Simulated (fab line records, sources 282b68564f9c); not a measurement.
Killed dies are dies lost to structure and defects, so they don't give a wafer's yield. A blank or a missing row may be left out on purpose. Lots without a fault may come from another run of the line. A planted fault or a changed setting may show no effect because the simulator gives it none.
Which tool did it? | flow rit_cmos | 15 lots, 45 wafers sampled, at 4 steps of a route of 202

WHAT THE GAUGES READ, wafer by wafer
RIT_NWELL_OVL_MEAS_06. Usual: NWELL_OVL 0.5 nm, standard deviation 1.4.
lot  | measured    | on         | NWELL_OVL (nm) | flag
L320 | day 2 08:34 | overlay-01 | 1.7 2.7 2.5    |
L321 | day 2 14:02 | overlay-02 | -0.5 0.5 -0.6  |
L323 | day 2 23:16 | overlay-01 | -0.7 -0.2 1.0  |
L324 | day 3 03:23 | overlay-01 | 2.1 2.0 2.9    |
L325 | day 3 12:30 | overlay-02 | -3.0 -2.2 -0.9 |
L326 | day 3 15:31 | overlay-02 | 0.5 -0.6 -0.7  |
L328 | day 4 00:43 | overlay-01 | 1.5 2.3 2.8    |
L330 | day 4 09:04 | overlay-01 | 1.6 2.9 2.6    |
L332 | day 4 19:53 | overlay-01 | -1.2 0.1 1.4   |
L334 | day 5 06:27 | overlay-02 | 1.7 1.0 0.5    |
L335 | day 5 12:13 | overlay-01 | -0.4 -0.6 -0.1 |
L336 | day 5 16:55 | overlay-02 | -0.4 1.5 1.5   |
L337 | day 5 23:49 | overlay-02 | -0.7 -1.1 -1.4 |
L340 | day 6 11:37 | overlay-02 | -1.0 1.0 -0.9  |
L341 | day 6 18:46 | overlay-02 | 1.9 0.0 1.1    |

RIT_PWELL_TW_MEAS_10. Usual: PWELL_TW 950, standard deviation 5.6.
lot  | measured    | on            | PWELL_TW    | flag
L320 | day 2 10:43 | film_metro-02 | 950 949 943 |
L321 | day 2 16:12 | film_metro-03 | 955 951 953 |
L323 | day 3 01:33 | film_metro-03 | 942 942 941 |
L324 | day 3 05:41 | film_metro-01 | 947 945 949 |
L325 | day 3 14:47 | film_metro-02 | 963 953 957 |
L326 | day 3 17:48 | film_metro-02 | 954 960 956 |
L328 | day 4 03:11 | film_metro-02 | 952 959 961 |
L330 | day 4 11:28 | film_metro-01 | 951 945 948 |
L332 | day 4 22:03 | film_metro-01 | 951 950 957 |
L334 | day 5 08:44 | film_metro-03 | 954 950 951 |
L335 | day 5 14:31 | film_metro-01 | 950 951 951 |
L336 | day 5 19:05 | film_metro-03 | 948 942 948 |
L337 | day 6 02:07 | film_metro-03 | 944 940 949 |
L340 | day 6 13:47 | film_metro-03 | 948 949 950 |
L341 | day 6 20:59 | film_metro-01 | 941 945 948 |

RIT_PRETRO_OVL_MEAS_06. Usual: PRETRO_OVL -0.1 nm, standard deviation 1.2.
lot  | measured    | on         | PRETRO_OVL (nm) | flag
L320 | day 2 20:19 | overlay-01 | -0.8 1.0 1.3    |
L321 | day 3 01:33 | overlay-02 | 0.8 -1.5 -1.4   |
L323 | day 3 09:37 | overlay-02 | 0.0 -1.4 1.2    |
L324 | day 3 13:35 | overlay-01 | 1.0 -0.9 0.7    |
L325 | day 3 23:49 | overlay-01 | -2.1 0.8 -0.2   |
L326 | day 4 04:26 | overlay-02 | 0.4 0.2 -1.4    |
L328 | day 4 11:14 | overlay-02 | -0.3 -0.6 -1.4  |
L330 | day 4 20:10 | overlay-02 | -0.1 3.0 0.7    |
L332 | day 5 06:07 | overlay-01 | 0.5 0.1 0.5     |
L334 | day 5 16:58 | overlay-01 | -0.7 -1.0 -2.2  |
L335 | day 5 22:20 | overlay-02 | - - -           | OFF
L336 | day 6 03:04 | overlay-02 | - - -           | OFF
L337 | day 6 10:13 | overlay-02 | - - -           | OFF
L340 | day 6 21:43 | overlay-01 | -1.9 -2.3 -2.2  |
L341 | day 7 05:46 | overlay-02 | 0.0 0.1 1.4     |

WHICH TOOL RAN EACH LOT (tool, then ch and the chambers of the sampled wafers, then the start)
lot  | RIT_PRETRO_EXPOSE_03
L320 | iline_stepper-02 ch 0, day 2 19:53
L321 | iline_stepper-01 ch 0, day 3 01:08
L323 | iline_stepper-01 ch 0, day 3 09:11
L324 | iline_stepper-01 ch 0, day 3 13:11
L325 | iline_stepper-02 ch 0, day 3 23:23
L326 | iline_stepper-01 ch 0, day 4 04:02
L328 | iline_stepper-02 ch 0, day 4 10:51
L330 | iline_stepper-01 ch 0, day 4 19:44
L332 | iline_stepper-01 ch 0, day 5 05:41
L334 | iline_stepper-02 ch 0, day 5 16:32
L335 | iline_stepper-02, day 5 21:55
L336 | iline_stepper-02, day 6 02:38
L337 | iline_stepper-02, day 6 09:40
L340 | iline_stepper-02 ch 0, day 6 21:17
L341 | iline_stepper-02 ch 0, day 7 05:22
- RIT_PRETRO_EXPOSE_03: exposes mask M5, target cd 43700 nm.

WHAT THE TOOLS THEMSELVES READ (means of the sampled wafers that have a number; where no wafer has one, the mark that the record gives instead)
RIT_PRETRO_EXPOSE_03. Usual: exposure_dose_mJ_cm2 249.99, standard deviation 0.25; focus_offset_nm 0.0 nm, standard deviation 0.57.
lot  | tool             | exposure_dose_mJ_cm2 | focus_offset_nm (nm) | flag
L320 | iline_stepper-02 | 250.11               | 0.3                  |
L321 | iline_stepper-01 | 249.97               | -0.6                 |
L323 | iline_stepper-01 | 250.09               | 0.8                  |
L324 | iline_stepper-01 | 249.81               | -0.6                 |
L325 | iline_stepper-02 | 249.88               | 0.2                  |
L326 | iline_stepper-01 | 250.15               | 0.9                  |
L328 | iline_stepper-02 | 250.01               | 0.1                  |
L330 | iline_stepper-01 | 250.23               | -0.3                 |
L332 | iline_stepper-01 | 249.69               | -0.7                 |
L334 | iline_stepper-02 | 250.08               | -0.6                 |
L335 | iline_stepper-02 | -                    | -                    | OFF
L336 | iline_stepper-02 | -                    | -                    | OFF
L337 | iline_stepper-02 | -                    | -                    | OFF
L340 | iline_stepper-02 | 250.01               | -0.1                 |
L341 | iline_stepper-02 | 250.05               | 0.0                  |

THE ANSWER, worked out from the rows above alone
Rule: a lot is off if the mean of its wafers that have a number lies more than 3 standard deviations from the usual mean. A lot without any number at a reading at which 4 lots or more have one is off too. The other lots that the step has rows for count as sound. The gauges are gone through in route order, then the tools' own readings, and for those a lot's mean is taken as printed above. The first step at which some lot is off is used, and at that step the reading that is off furthest; a lot without a number counts as furthest.
Off: L335, L336, L337, at RIT_PRETRO_OVL_MEAS_06 (PRETRO_OVL). Without a number there: L335, L336, L337.
A tool fits if, at a process step before that reading, it ran every lot that is off, and no sound lot after the first of them. The gauges at RIT_PRETRO_OVL_MEAS_06 aren't tried: what is off there is off at RIT_PRETRO_EXPOSE_03 too, on other tools, and a gauge's error can't cause that. None of those tried fits.

WHAT THE SIMULATOR HAD PUT IN
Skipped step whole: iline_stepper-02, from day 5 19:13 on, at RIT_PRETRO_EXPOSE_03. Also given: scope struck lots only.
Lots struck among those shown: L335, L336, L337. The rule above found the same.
